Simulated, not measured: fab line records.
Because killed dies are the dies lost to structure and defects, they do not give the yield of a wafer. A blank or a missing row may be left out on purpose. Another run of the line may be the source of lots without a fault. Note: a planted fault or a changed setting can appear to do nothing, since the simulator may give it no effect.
One fault seen from 2 desks -- flow rit_cmos -- what lay behind the numbers comes last; until then each desk has only its own

## THE METROLOGY DESK
What the gauges read, lot by lot, whatever tool the lot ran on: means of the sampled wafers that have a number. Any lot whose mean is over 4 standard deviations away from the usual mean is out of limits and marked OUT; that distance is given in the brackets.
Columns: A = CONTACT_OVL at RIT_CONTACT_OVL_MEAS_09, usual -0.8 nm
lot,first seen here,A
L558,day 3 06:22,-1.2
L559,day 3 10:37,-1.3
L561,day 3 18:36,-1.4
L563,day 4 06:38,-2.3
L564,day 4 09:55,-0.3
L565,day 4 14:50,-1.4
L567,day 5 01:35,0.6
L568,day 5 06:11,-1.2
L569,day 5 10:30,-0.9
L570,day 5 15:14,-2.0
L571,day 5 19:58,-0.6
L573,day 6 07:41,-0.1
L575,day 6 19:23,0.7
L577,day 7 08:07,-0.5
L580,day 7 19:32,-1.3
Result from this desk: across the 15 lots, nothing is out of limits.

## AT THE TOOL OWNER'S DESK: pvd_sputter-04
The tool's own readings at RIT_M1_SPUTTER_00 (material Al, target thk 400 nm, time 500 s): means of the sampled wafers that have a number, for each lot that ran on this tool. Any lot whose mean is over 4 standard deviations away from the usual mean is out of limits and marked OUT; that distance is given in the brackets.
Columns: A = throttle_valve_pct at RIT_M1_SPUTTER_00, usual 30.0 %
lot,first seen here,A
L559,day 3 11:38,29.9
L561,day 3 19:38,30.2
L563,day 4 07:40,29.8
L565,day 4 15:52,30.1
L567,day 5 02:37,29.9
L569,day 5 11:31,28.8
L571,day 5 20:59,30.0
L573,day 6 08:45,30.2
L575,day 6 20:25,29.9
L577,day 7 09:08,29.5
Result from this desk: across the 10 lots, nothing is out of limits.

## TAKEN TOGETHER
From the metrology desk's view, nothing was out of limits.
The tool owner's desk saw nothing out of limits.

## WHAT THE SIMULATOR HAD INSERTED
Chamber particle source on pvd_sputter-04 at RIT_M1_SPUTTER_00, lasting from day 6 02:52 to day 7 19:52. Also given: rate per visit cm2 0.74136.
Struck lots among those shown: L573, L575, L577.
